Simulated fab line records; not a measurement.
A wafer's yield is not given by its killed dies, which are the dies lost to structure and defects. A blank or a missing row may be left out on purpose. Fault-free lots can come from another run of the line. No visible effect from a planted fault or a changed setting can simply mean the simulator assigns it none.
fab line records ; flow rit_cmos
[record] lots = 5; wafers = 15; last_day = 6
route steps=202 shown PLDD@116 SPACER@125 M1@202
lots that met no fault: from a run of the same line without faults
start_h: hours from the record's opening day to when the first of the lot's shown wafers began ; wait_h: hours since the lot's step before ; " unchanged from the row above ; L1.1+2: a single row standing in for several wafers ; - no value, or no start given ; * or withheld: withheld ; < > ~ a bound
route shown NAME@n: names a module that has steps shown in the file, with the first one's number in the route ; usual: the fault-free wafers' mean and standard deviation ; same: alike in all rows ; chamber/n: place in a boat ; sites: the reading at each site ; _std_site: the values' standard deviation ; _edge_site: inner sites' mean taken away from outer sites' mean ; radius_mm: for every site, how far away it sits from the centre of the wafer ; mask NAME#n: copy n ; behind: tool/chamber where the wafer was last shaped ; hold: the reason the lot was held/the length of the hold in hours/how it ended ; device: the n, p or np transistor that did not switch ; end of line: tests run on the same wafers once the route is complete ; for a step that has no rows: nothing shown but its recipe ; killed: not the wafer's yield, but the dies lost to structure and defects at the first sort ; map: shows each die of a wafer: x if killed, . if not, _ if none is there
set.NAME: the run value of the setting; set.NAME@STEP: its run value at that earlier step ; model.NAME: the simulator's own value behind a step, which no gauge read
lots at some steps of the route; a table a step, a row a wafer
services: when a tool's chamber went out of use (start_h, in hours from the record's first day, below 0 if earlier), for how many hours, and the reason
[[steps]]
[step RIT_PLDD_SOFTBAKE_02]
[recipe] resist = NOVOLAK; temp_c = 90; time_s = 60
[step RIT_PLDD_EXPOSE_03]
[recipe] mask_id = M8; na = 0.57; target_cd_nm = 40900; dose_mj = 250
[step RIT_PLDD_PEB_04]
[recipe] resist = NOVOLAK; temp_c = withheld; time_s = withheld
[step RIT_PLDD_DEVELOP_05]
[recipe] resist = NOVOLAK; develop_time_s = 50; dev_temp_c = 23
[step RIT_PLDD_OVL_MEAS_06]
[usual] PLDD_OVL = 0.5/1.3
lot.wafer;tool;chamber;start_h;wait_h;PLDD_OVL[nm]
L148.2;overlay-02;-;68.73;-;2.1
L148.4;overlay-02;-;68.73;-;-0.3
L148.6;overlay-02;-;68.73;-;-1.2
L152.2;overlay-02;-;92.27;-;0.1
L152.4;overlay-02;-;92.27;-;0.5
L152.6;overlay-02;-;92.27;-;-0.4
L155.1;overlay-02;-;105.98;-;0.9
L155.3;overlay-02;-;105.98;-;4.2
L155.6;overlay-02;-;105.98;-;1.8
L158.1;overlay-02;-;127.56;-;1.4
L158.2;overlay-02;-;127.56;-;1.6
L158.6;overlay-02;-;127.56;-;1.4
L159.2;overlay-01;-;127.81;-;1.0
L159.4;overlay-01;-;127.81;-;0.3
L159.6;overlay-01;-;127.81;-;1.1
[step RIT_PLDD_HARDBAKE_07]
[recipe] resist = NOVOLAK; temp_c = 140; time_s = 60
[step RIT_PLDD_IMPLANT_08]
[recipe] species = BF2; energy_kev = 20; dose_cm2 = 9e+14; tilt_deg = 7
[step RIT_PLDD_STRIP_09]
[recipe] chemistry = O2; time_s = 180; resist = NOVOLAK; platen_temp_c = withheld; power_w = 500; pressure_mtorr = 4000; o2_flow_sccm = 4000
[usual] drypump_motor_current_A = 5.7/0.43
lot.wafer;tool;chamber;start_h;wait_h;drypump_motor_current_A;rf_hours_counter_h
L148.2;plasma_asher-02;0;69.06;0.1;6.1;26
L148.4;plasma_asher-02;0;69.06;0.1;6.2;-
L148.6;plasma_asher-02;0;69.06;0.1;6.1;-
L152.2;plasma_asher-04;1;92.60;0.1;6.3;45
L152.4;plasma_asher-04;0;92.60;0.1;5.8;-
L152.6;plasma_asher-04;1;92.60;0.1;6.3;-
L155.1;plasma_asher-02;0;106.31;0.1;6.2;30
L155.3;plasma_asher-02;1;106.31;0.1;5.1;-
L155.6;plasma_asher-02;1;106.31;0.1;5.1;-
L158.1;plasma_asher-02;0;128.10;0.1;6.1;32
L158.2;plasma_asher-02;1;128.10;0.1;5.1;32
L158.6;plasma_asher-02;0;128.10;0.1;6.1;-
L159.2;plasma_asher-01;1;128.15;0.1;5.9;48
L159.4;plasma_asher-01;0;128.15;0.1;5.6;-
L159.6;plasma_asher-01;1;128.15;0.1;5.9;-
[step RIT_PLDD_TW_MEAS_10]
[usual] PLDD_TW = 2361/18
lot.wafer;tool;chamber;start_h;wait_h;PLDD_TW
L148.2;film_metro-03;-;69.24;0.1;2339
L148.4;film_metro-03;-;69.24;0.1;2345
L148.6;film_metro-03;-;69.24;0.1;2351
L152.2;film_metro-01;-;92.78;0.1;2335
L152.4;film_metro-01;-;92.78;0.1;2341
L152.6;film_metro-01;-;92.78;0.1;2334
L155.1;film_metro-01;-;106.49;0.1;2364
L155.3;film_metro-01;-;106.49;0.1;2373
L155.6;film_metro-01;-;106.49;0.1;2371
L158.1;film_metro-03;-;128.27;0.1;2333
L158.2;film_metro-03;-;128.27;0.1;2345
L158.6;film_metro-03;-;128.27;0.1;2330
L159.2;film_metro-04;-;128.33;0.1;2371
L159.4;film_metro-04;-;128.33;0.1;2384
L159.6;film_metro-04;-;128.33;0.1;2392
[step RIT_SPACER_CLEAN_00]
[recipe] chemistry = SC1; mix = 3:3:50; time_s = 600; temp_c = 75
[step RIT_SPACER_CLEAN_01]
[recipe] chemistry = dHF; dilution = 50:1; time_s = 30
[step RIT_SPACER_CLEAN_02]
[recipe] chemistry = SC2; mix = 3:3:50; time_s = 600; temp_c = 75; dry = n2_spin
[step RIT_SPACER_CVD_03]
[recipe] material = Si3N4; target_thk_nm = 250; temp_c = 810; precursor = SiH2Cl2/NH3; time_s = 3300; pressure_mtorr = 300; sih2cl2_flow_sccm = 60; nh3_flow_sccm = 150
[usual] spike_tc_centre_C = 811.5/1.1; spike_tc_load_C = 835.2/2; spike_tc_source_C = 833/3.5; susceptor_temp_C = 810.0/0.33; zone_power_centre_pct = 39.0/2.1; zone_power_load_pct = 20.7/1.2
lot.wafer;tool;chamber;start_h;wait_h;spike_tc_centre_C;spike_tc_load_C;spike_tc_source_C;susceptor_temp_C;zone_power_centre_pct;zone_power_load_pct;model.Si3N4_of_SPACER_CVD_03.thk_nm
L148.2;lpcvd-01;1;69.68;0.0;810.5;835.2;830;810.4;37.9;22.0;254.9
L148.4;lpcvd-01;1;69.68;0.0;811.4;835.8;829;810.3;38.1;21.6;254.3
L148.6;lpcvd-01;1;69.68;0.0;811.5;836.1;829;809.4;38.2;21.7;252.4
L152.2;lpcvd-02;0;93.20;0.0;855.5;882.1;882;855.1;44.9;21.5;415
L152.4;lpcvd-02;0;93.20;0.0;855.8;880.1;880;855.2;45.3;21.5;416
L152.6;lpcvd-02;0;93.20;0.0;856.7;883.1;882;855.0;46.2;21.7;414.2
L155.1;lpcvd-02;1;107.06;0.1;811.8;831.9;834;809.7;36.7;20.1;250.6
L155.3;lpcvd-02;1;107.06;0.1;812.2;832.8;833;809.5;37.0;19.9;249.1
L155.6;lpcvd-02;1;107.06;0.1;812.7;832.8;833;809.5;36.5;20.3;249.2
L158.1;lpcvd-01;1;128.86;0.2;810.2;835.0;832;810.3;38.2;21.4;246.7
L158.2;lpcvd-01;1;128.86;0.2;811.8;837.0;830;810.1;38.0;21.9;248.4
L158.6;lpcvd-01;1;128.86;0.2;814.0;838.0;831;810.8;38.3;21.9;248
L159.2;lpcvd-01;0;128.86;0.1;810.3;831.7;839;809.8;38.3;20.5;251.9
L159.4;lpcvd-01;0;128.86;0.1;810.1;832.6;839;809.6;38.0;20.1;250.6
L159.6;lpcvd-01;0;128.86;0.1;809.7;832.8;839;809.7;38.6;20.5;250.4
[step RIT_SPACER_THK_MEAS_04]
[recipe] reads = Si3N4_of_SPACER_CVD_03
[usual] SPACER_NITRIDE_THK = 249.9/2.1
lot.wafer;tool;chamber;start_h;wait_h;hold;SPACER_NITRIDE_THK[nm]
L148.2;film_metro-01;-;71.60;0.0;-;255.0
L148.4;film_metro-01;-;71.60;0.0;-;254.1
L148.6;film_metro-01;-;71.60;0.0;-;252.4
L152.2;film_metro-02;-;96.09;0.0;await_dispo/0.2h/release;414.9
L152.4;film_metro-02;-;96.09;0.0;await_dispo/0.2h/release;415.9
L152.6;film_metro-02;-;96.09;0.0;await_dispo/0.2h/release;414.3
L152.2;film_metro-02;-;96.31;0.2;-;415.2
L152.4;film_metro-02;-;96.31;0.2;-;416.3
L152.6;film_metro-02;-;96.31;0.2;-;414.0
L155.1;film_metro-01;-;109.94;0.0;-;250.6
L155.3;film_metro-01;-;109.94;0.0;-;249.2
L155.6;film_metro-01;-;109.94;0.0;-;248.9
L158.1;film_metro-02;-;130.77;0.0;-;246.6
L158.2;film_metro-02;-;130.77;0.0;-;248.5
L158.6;film_metro-02;-;130.77;0.0;-;247.9
L159.2;film_metro-04;-;130.78;0.0;-;251.6
L159.4;film_metro-04;-;130.78;0.0;-;250.7
L159.6;film_metro-04;-;130.78;0.0;-;250.3
[step RIT_M1_PROBE_99]
[usual] defect_limited_yield = 97.5/1.2; killed_at_front_end = 7/3; killed_dies = 7/3.1; killed_open = 3.3/2.1; killed_short = 3.3/2; sort_bin_3_pad_short = 0.1/0.22; sort_bin_5_function = 1.4/0.8; sort_bin_6_memory = 1.0/0.65; sort_n_pass = 257/3.1; sort_yield_pct = 97.5/1.2
[same] gross_dies = 264; killed_at_M0_to_M3 = 0; killed_at_M4_up = 0; killed_at_back_side = 0; killed_at_contacts = 0; killed_at_other = 0
lot.wafer;tool;chamber;start_h;wait_h;defect_limited_yield[%];killed_at_front_end;killed_dies;killed_open;killed_short;sort_bin_3_pad_short[%];sort_bin_5_function[%];sort_bin_6_memory[%];sort_n_pass;sort_yield_pct[%]
L148.2;prober-01;-;83.87;0.1;95.8;11;11;3;8;0.4;2.7;1.1;253;95.8
L148.4;prober-01;-;83.97;0.2;98.9;3;3;1;2;0;0.4;0.8;261;98.9
L148.6;prober-01;-;84.07;0.2;97.7;6;6;1;5;0;0.8;1.5;258;97.7
L155.1;prober-02;-;122.49;0.1;98.1;5;5;1;4;0.4;1.1;0.4;259;98.1
L155.3;prober-02;-;122.59;0.2;98.1;5;5;2;3;0;1.9;0;259;98.1
L155.6;prober-02;-;122.74;0.2;97.0;8;8;6;2;0;1.9;1.1;256;97.0
L158.1;prober-01;-;143.67;0.1;97.7;6;6;4;2;0;1.5;0.8;258;97.7
L158.2;prober-01;-;143.72;0.1;97.7;6;6;3;3;0;1.1;1.1;258;97.7
L158.6;prober-01;-;143.92;0.2;99.6;1;1;1;0;0;0.4;0;263;99.6
L159.2;prober-02;-;143.72;0.1;98.9;3;3;2;1;0;0.4;0.8;261;98.9
L159.4;prober-02;-;143.82;0.2;98.1;5;5;3;2;0;0.8;1.1;259;98.1
L159.6;prober-02;-;143.92;0.2;96.2;10;10;7;3;0;1.9;1.9;254;96.2
// killed by level:class
L148.2 FOX1:geometric_particle:short=3 GATE:geometric_particle:short=3 GATE:geometric_particle:open=2 REOX:geometric_particle:short=1 SPACER:geometric_particle:short=1 SILICIDE:geometric_particle:open=1
L148.4 FOX1:geometric_particle:short=1 GATE:geometric_particle:short=1 GATE:geometric_particle:open=1
L148.6 SPACER:geometric_particle:short=2 SILICIDE:geometric_particle:short=2 GATE:geometric_particle:short=1 GATE:geometric_particle:open=1
L155.1 GATE:geometric_particle:short=2 REOX:geometric_particle:short=1 SPACER:geometric_particle:short=1 SILICIDE:geometric_particle:open=1
L155.3 FOX1:geometric_particle:short=2 GATE:geometric_particle:open=2 FOX2:geometric_particle:short=1
L155.6 REOX:geometric_particle:open=4 FOX1:geometric_particle:open=2 GATE:geometric_particle:short=1 REOX:geometric_particle:short=1
L158.1 GATE:geometric_particle:short=2 GATE:geometric_particle:open=2 REOX:geometric_particle:open=1 SPACER:geometric_particle:open=1
L158.2 GATE:geometric_particle:open=2 SILICIDE:geometric_particle:short=2 GATE:geometric_particle:short=1 REOX:geometric_particle:open=1
L159.2 FOX1:geometric_particle:open=1 GATE:geometric_particle:short=1 SILICIDE:geometric_particle:open=1
L159.4 SILICIDE:geometric_particle:open=2 GATE:geometric_particle:open=1 GATE:geometric_particle:short=1 SILICIDE:geometric_particle:short=1
L158.6 GATE:geometric_particle:open=1
L159.6 REOX:geometric_particle:open=3 REOX:geometric_particle:short=2 FOX1:geometric_particle:open=1 FOX2:geometric_particle:open=1 GATE:geometric_particle:open=1 SILICIDE:geometric_particle:open=1 SILICIDE:geometric_particle:short=1
[[services]]
tool;chamber;start_h;hours;kind
plasma_asher-04;-;71.89;1.8;repair
plasma_asher-04;-;108.75;9.0;pm
plasma_asher-04;0;108.75;9.0;vent_cycle
plasma_asher-04;1;108.75;9.0;vent_cycle
plasma_asher-04;0;117.75;-;clean
plasma_asher-04;1;117.75;-;clean
plasma_asher-04;-;126.51;5.2;repair
[[key]]
[first_sign] step = RIT_SPACER_CVD_03; reading = susceptor_temp_C; direction = up; sigmas = 99+; usual = *; struck = *
[effect] step = RIT_SPACER_CVD_03; reading = spike_tc_centre_C; direction = up; sigmas = 40; usual = 811.5; struck = 856.0
[effect] step = RIT_SPACER_THK_MEAS_04; reading = visit; direction = added
[effect] step = RIT_SPACER_THK_MEAS_04; reading = SPACER_NITRIDE_THK; direction = up; sigmas = 79; usual = 249.9; struck = 415.1
[model_effect] step = RIT_SPACER_CVD_03; value = Si3N4_of_SPACER_CVD_03.thk_nm; without = 244.7; struck = 415
met_at RIT_SPACER_CVD_03
struck_wafers L152.2,L152.4,L152.6
scrapped_behind RIT_SPACER_THK_MEAS_04 L152.2,L152.4,L152.6
[fault] kind = process_parameter_drift; tool = lpcvd-02; chamber = 0; onset_h = 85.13; steps = RIT_SPACER_CVD_03; channel = temp_c; offset = *; shape = step; end_h = 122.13; acts_in = *; stated = *
